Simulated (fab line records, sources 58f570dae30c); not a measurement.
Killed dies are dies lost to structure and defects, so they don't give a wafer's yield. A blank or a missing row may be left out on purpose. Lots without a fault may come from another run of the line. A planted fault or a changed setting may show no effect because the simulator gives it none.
Which tool did it? | flow berkeley_cmos170 | 7 lots, 21 wafers sampled, at 2 steps of a route of 331

WHAT THE GAUGES READ, wafer by wafer
UCB170_SPACER_THK_MEAS_01.
lot  | measured     | on            | SPACER_TEOS_THK (nm)
L444 | day 7 16:48  | film_metro-02 | 375 380 380
L450 | day 8 12:53  | film_metro-02 | 380 381 387
L453 | day 9 06:55  | film_metro-04 | 379 373 382
L456 | day 10 05:14 | film_metro-02 | 361 374 373
L459 | day 10 08:20 | film_metro-03 | 375 382 379
L460 | day 10 19:41 | film_metro-04 | 524 523 527 524 524 527
L465 | day 12 00:35 | film_metro-04 | 370 371 372

WHICH TOOL RAN EACH LOT (tool, then ch and the chambers of the sampled wafers, then the start)
lot  | UCB170_SPACER_CVD_00
L444 | pecvd-02 ch 1,2, day 7 16:43
L450 | pecvd-04 ch 1,2, day 8 12:50
L453 | pecvd-04 ch 0,1,2, day 9 06:52
L456 | pecvd-04 ch 0,1, day 10 05:11
L459 | pecvd-02 ch 0,1, day 10 08:16
L460 | pecvd-04 ch 1,2, day 10 19:37
L465 | pecvd-01 ch 0,1, day 12 00:32
- UCB170_SPACER_CVD_00: deposits SiO2 from TEOS/O2, target thk 376 nm, time 47 s.

THE ANSWER, worked out from the rows above alone
Rule: what is usual is taken from the lots themselves. Put in order of their means at a reading, lots are off if they are a third of the lots or fewer, leave a main group of 4 or more, and stand apart from it by a gap of 3 or more times the standard deviation of the main group's means; of several such gaps the widest counts. A main group whose means are all the same, to the digits that the tables above print for the reading, isn't used. A lot without any number at a reading at which 4 lots or more have one is off too. The other lots that the step has rows for count as sound.
Off: L460, at UCB170_SPACER_THK_MEAS_01 (SPACER_TEOS_THK). The main group: mean 376 nm, standard deviation 4.7.
A tool fits if, at a process step before that reading, it ran every lot that is off, and no sound lot after the first of them. The gauges at UCB170_SPACER_THK_MEAS_01 are tried like those tools. One fits: pecvd-04 at UCB170_SPACER_CVD_00. Its last sound lot is L456 (day 10 05:11), its first lot that is off L460 (day 10 19:37): a fault that began between those two fits.

WHAT THE SIMULATOR HAD PUT IN
Process parameter drift: pecvd-04, from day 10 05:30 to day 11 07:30, at UCB170_SPACER_CVD_00. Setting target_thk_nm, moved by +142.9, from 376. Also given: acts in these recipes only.
Lots struck among those shown: L460. The rule above found the same.
